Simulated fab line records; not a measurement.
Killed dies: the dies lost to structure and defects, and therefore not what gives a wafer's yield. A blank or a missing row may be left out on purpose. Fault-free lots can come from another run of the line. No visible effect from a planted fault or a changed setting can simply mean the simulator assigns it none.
Lot-split experiment -- flow berkeley_cmos170 -- route with 331 steps; 5 lots, 23 wafers read

== ON THE SPLIT ==
At UCB170_SACOX_OXIDATION_01 (target thk 14.4 nm, ox time 2400 s), the setting temp_c was moved away from the recipe's 900 C on 15 of the 23 wafers read, by -2.4% to +2.9%. For the rest of the wafers, this setting stayed at what the recipe calls for.

Split to reading: the file shows no intervening step.

== THE READING ==
At UCB170_SACOX_THK_MEAS_02: SACOX_OXIDE_THK, given in nm. A value of 14.28 nm with a standard deviation of 0.22 nm is what fault-free wafers of this fab line usually give.

wafer,"tool, chamber at the split","temp_c as run, C",against the recipe,"SACOX_OXIDE_THK, nm",against lot-mates on the recipe
L079.1,"-, -",878.4,-2.4%,10.95,no lot-mate on the recipe
L079.2,"-, -",878.4,-2.4%,11.18,no lot-mate on the recipe
L079.4,"-, -",878.4,-2.4%,11.28,no lot-mate on the recipe
L079.5,"-, -",878.4,-2.4%,11.43,no lot-mate on the recipe
L079.6,"-, -",878.4,-2.4%,11.36,no lot-mate on the recipe
L080.1,"-, -",926.5,+2.9%,19.04,no lot-mate on the recipe
L080.2,"-, -",926.5,+2.9%,19.00,no lot-mate on the recipe
L080.3,"-, -",926.5,+2.9%,18.73,no lot-mate on the recipe
L080.5,"-, -",926.5,+2.9%,18.99,no lot-mate on the recipe
L080.6,"-, -",926.5,+2.9%,18.94,no lot-mate on the recipe
L081.2,"-, -",907.5,+0.8%,15.33,no lot-mate on the recipe
L081.3,"-, -",907.5,+0.8%,15.55,no lot-mate on the recipe
L081.4,"-, -",907.5,+0.8%,15.53,no lot-mate on the recipe
L081.5,"-, -",907.5,+0.8%,15.26,no lot-mate on the recipe
L081.6,"-, -",907.5,+0.8%,15.13,no lot-mate on the recipe
L083.3,"furnace-02, 0",900,recipe,14.59,-
L083.5,"furnace-02, 0",900,recipe,14.68,-
L083.6,"furnace-02, 0",900,recipe,14.72,-
L085.2,"-, -",900,recipe,14.22,-
L085.3,"-, -",900,recipe,14.04,-
L085.4,"-, -",900,recipe,14.12,-
L085.5,"-, -",900,recipe,13.99,-
L085.6,"-, -",900,recipe,14.12,-

FIT RESULTS
A straight line over all 23 wafers: SACOX_OXIDE_THK changes by +1.43 nm for each +1% of temp_c; r = +0.99; the points scatter about the line by 0.32 nm.
Too few moved wafers with a lot-mate on the recipe to fit a line net of each lot's own level.

== THE WHOLE CHAIN: every reading that the file lists as answering this split, in the file's order ==
step,what it does,reading,change (the file's fit),r (the file's)
UCB170_SACOX_OXIDATION_01,"target thk 14.4 nm, ox time 2400 s","SiO2_of_SACOX_OXIDATION_01.thk_nm (the simulator's own value, which no gauge read)",+1.44 nm for each +1% of the setting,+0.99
UCB170_SACOX_THK_MEAS_02,,SACOX_OXIDE_THK,+1.43 for each +1% of the setting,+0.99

== THE FILE'S OWN FIT ==
SACOX_OXIDE_THK changes by +1.43 nm for each +1% of temp_c, r = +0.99.
